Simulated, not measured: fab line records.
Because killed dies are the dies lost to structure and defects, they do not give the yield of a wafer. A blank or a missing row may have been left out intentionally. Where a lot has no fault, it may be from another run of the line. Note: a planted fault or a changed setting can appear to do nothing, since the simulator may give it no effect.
Split-lot experiment ; flow berkeley_cmos170 ; route with 331 steps; 5 lots, 23 wafers read

THE SPLIT
At UCB170_V1_CVD_00 (deposits SiO2 from TEOS/O2, target thk 2000 nm, time 250 s), the setting time_s was moved away from the recipe's 250 s on 10 of the 23 wafers read, by -12.3% to +9.1%. For the rest of the wafers, this setting stayed at what the recipe calls for.

There is no step in the file separating the split from the reading.

THE READING
V1_TEOS_THK in nanometres, read at UCB170_V1_THK_MEAS_01. Typical for fault-free wafers on this fab line: 2006 nm, with standard deviation 28 nm.

wafer;tool, chamber at the split;time_s as run, s;against the recipe;V1_TEOS_THK, nm;against lot-mates on the recipe
L074.1;pecvd-01, 0;250;recipe;1978;-
L074.2;pecvd-01, 2;219.3;-12.3%;1782;-201
L074.4;pecvd-01, 0;250;recipe;1988;-
L074.5;pecvd-01, 2;219.3;-12.3%;1799;-184
L074.6;pecvd-01, 1;219.3;-12.3%;1804;-179
L076.1;pecvd-02, 0;250;recipe;1984;-
L076.2;pecvd-02, 2;266.8;+6.7%;2114;+143
L076.3;pecvd-02, 1;250;recipe;1953;-
L076.4;pecvd-02, 1;250;recipe;1977;-
L076.6;pecvd-02, 2;266.8;+6.7%;2158;+187
L075.4;pecvd-04, 0;250;recipe;2033;-
L075.5;pecvd-04, 1;250;recipe;2004;-
L075.6;pecvd-04, 2;250;recipe;1990;-
L077.2;pecvd-01, 2;272.8;+9.1%;2198;+168
L077.3;pecvd-01, 1;272.8;+9.1%;2190;+160
L077.4;pecvd-01, 1;272.8;+9.1%;2243;+214
L077.5;pecvd-01, 2;250;recipe;2050;-
L077.6;pecvd-01, 0;250;recipe;2009;-
L084.1;pecvd-02, 0;250;recipe;2003;-
L084.2;pecvd-02, 1;250;recipe;1993;-
L084.3;pecvd-02, 2;250;recipe;2004;-
L084.4;pecvd-02, 1;235.6;-5.8%;1901;-99
L084.6;pecvd-02, 0;235.6;-5.8%;1926;-74

FIT RESULTS
A straight line over all 23 wafers: V1_TEOS_THK changes by +18.9 nm for each +1% of time_s; r = +0.97; the points scatter about the line by 28 nm.
The same after taking each lot's own level away (the mean of its wafers on the recipe; 23 wafers): +17.7 nm for each +1%; r = +0.98; scatter 23 nm.
On that fit, the largest move of time_s shifts the reading by 2.2e+02 nm.
Measured against the standard deviation above, the lots' own levels, which go from 1971.3 to 2029.5 nm, span 2.1 times it.
So the lot-to-lot level changes the slope little: the two slopes agree.
Check: with one of the wafers moved furthest among these (-12.3%) left out of the fit, the line predicts -206 nm for it against its lot-mates. It came out at -201 nm against them.

OTHER SPLITS APPLIED TO THESE WAFERS
Other splits were also applied to these wafers ahead of the reading. Each is held against what the fit with the lots' levels taken away leaves over:
other split on the same wafers;wafers away from the commonest value;r with V1_TEOS_THK (lot level and that fit taken away)
UCB170_SPACER_CVD_00 time_s;8;-0.38
UCB170_NSD_COAT_01 resist_thk_nm;7;-0.02
UCB170_NSD_EXPOSE_03 dose_mj;5;+0.04
UCB170_BACKSIDE_COAT_01 spin_rpm;7;+0.34

THE WHOLE CHAIN: every reading that the file lists as answering this split, in the file's order
step;what it does;reading;change (the file's fit);r (the file's)
UCB170_V1_CVD_00;deposits SiO2 from TEOS/O2, target thk 2000 nm, time 250 s;SiO2_of_V1_CVD_00.thk_nm (the simulator's own value, which no gauge read);+17.8 nm for each +1% of the setting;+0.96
UCB170_V1_THK_MEAS_01;;V1_TEOS_THK;+17.8 for each +1% of the setting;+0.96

THE FILE'S OWN FIT
V1_TEOS_THK changes by +17.8 nm for each +1% of time_s, r = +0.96.
